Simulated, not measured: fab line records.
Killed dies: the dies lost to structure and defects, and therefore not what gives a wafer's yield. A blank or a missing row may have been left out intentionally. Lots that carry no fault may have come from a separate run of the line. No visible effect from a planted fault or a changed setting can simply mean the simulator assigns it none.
Which tool did it? -- flow ritCmos -- 45 wafers from 15 lots sampled at 2 of the route's 202 steps

== WHAT THE GAUGES READ, wafer by wafer ==
RIT_ACTIVE_THK_MEAS_02.
lot,measured,on,ACTIVE_OXIDE_THK (nm)
L733,day 1 12:47,filmMetro-02,48.9 48.7 48.7
L734,day 1 17:03,filmMetro-01,46.4 46.4 46.8
L735,day 1 22:03,filmMetro-04,46.0 47.0 45.9
L737,day 2 10:13,filmMetro-02,77.1 75.4 76.4
L738,day 2 14:05,filmMetro-01,46.0 46.0 45.7
L740,day 2 23:59,filmMetro-04,46.9 46.9 46.5
L743,day 3 17:16,filmMetro-01,45.4 45.5 46.0
L745,day 4 02:09,filmMetro-01,71.9 72.8 71.9
L747,day 4 13:27,filmMetro-01,73.5 73.1 72.7
L750,day 5 01:38,filmMetro-01,47.3 47.1 47.4
L751,day 5 06:04,filmMetro-01,46.8 46.7 46.6
L752,day 5 11:17,filmMetro-01,45.9 46.1 46.2
L753,day 5 16:46,filmMetro-01,46.8 47.0 47.2
L754,day 5 21:03,filmMetro-01,46.6 46.6 46.9
L756,day 6 07:14,filmMetro-01,47.8 47.9 48.1

== TOOL THAT RAN EACH LOT (tool first, then ch and the chambers of the sampled wafers, then the start) ==
lot,RIT_ACTIVE_OXIDATION_01
L733,"furnace-04 ch 0, day 1 10:52"
L734,"furnace-03 ch 0, day 1 15:07"
L735,"furnace-04 ch 0, day 1 20:07"
L737,"furnace-03 ch 0, day 2 06:07"
L738,"furnace-01 ch 0, day 2 12:08"
L740,"furnace-04 ch 0, day 2 22:03"
L743,"furnace-04 ch 0, day 3 15:20"
L745,"furnace-04 ch 0, day 3 22:07"
L747,"furnace-04 ch 0, day 4 08:14"
L750,"furnace-03 ch 0, day 4 23:41"
L751,"furnace-04 ch 0, day 5 04:07"
L752,"furnace-01 ch 0, day 5 09:19"
L753,"furnace-01 ch 0, day 5 14:50"
L754,"furnace-04 ch 0, day 5 19:07"
L756,"furnace-04 ch 0, day 6 05:17"
- RIT_ACTIVE_OXIDATION_01: target thk 46.8 nm, ox time 3360 s.

== WHAT THE TOOLS THEMSELVES READ (means of the sampled wafers that have a number; where no wafer has one, the mark that the record gives instead) ==
RIT_ACTIVE_OXIDATION_01.
lot,tool,spikeTcSourceC (C),tube_center_temp_C_max
L733,furnace-04,1024,1002.6
L734,furnace-03,1016,1002.4
L735,furnace-04,1024,1002.1
L737,furnace-03,1016,1002.8
L738,furnace-01,1021,1002.5
L740,furnace-04,1024,1002.3
L743,furnace-04,1024,1002.6
L745,furnace-04,1024,1002.5
L747,furnace-04,1024,1003.0
L750,furnace-03,1015,1002.6
L751,furnace-04,1024,1002.5
L752,furnace-01,1021,1002.9
L753,furnace-01,1021,1002.9
L754,furnace-04,1024,1002.7
L756,furnace-04,1023,1002.6

== THE ANSWER, worked out from the rows above alone ==
Rule: the lots themselves supply what counts as usual. The widest of any qualifying gaps counts: lots, ordered by their means at a reading, are off when they make up no more than a third of the lots, leave a main group of 4 or more, and stand apart from it by 3 or more times the standard deviation of that group's means. The tables above print the reading to a certain number of digits; a main group whose means all agree to those digits is not used. A lot without any number at a reading at which 4 lots or more have one is off too. Where the step has rows for the other lots, those lots are counted as sound. Order of review: gauges by route order, followed by the tools' own readings, for which a lot's mean as printed above is used. The first step at which some lot is off is used, and at that step the reading that is off furthest; a lot without a number counts as furthest.
Off: L737, L745, L747, at RIT_ACTIVE_THK_MEAS_02 (ACTIVE_OXIDE_THK). Main group: mean 46.8 nm, sd 0.84.
A tool fits if, at a process step before that reading, it ran every lot that is off, and no sound lot after the first of them. The gauges at RIT_ACTIVE_THK_MEAS_02 are tried like those tools. No candidate that was tried fits.

== WHAT THE SIMULATOR PUT IN ==
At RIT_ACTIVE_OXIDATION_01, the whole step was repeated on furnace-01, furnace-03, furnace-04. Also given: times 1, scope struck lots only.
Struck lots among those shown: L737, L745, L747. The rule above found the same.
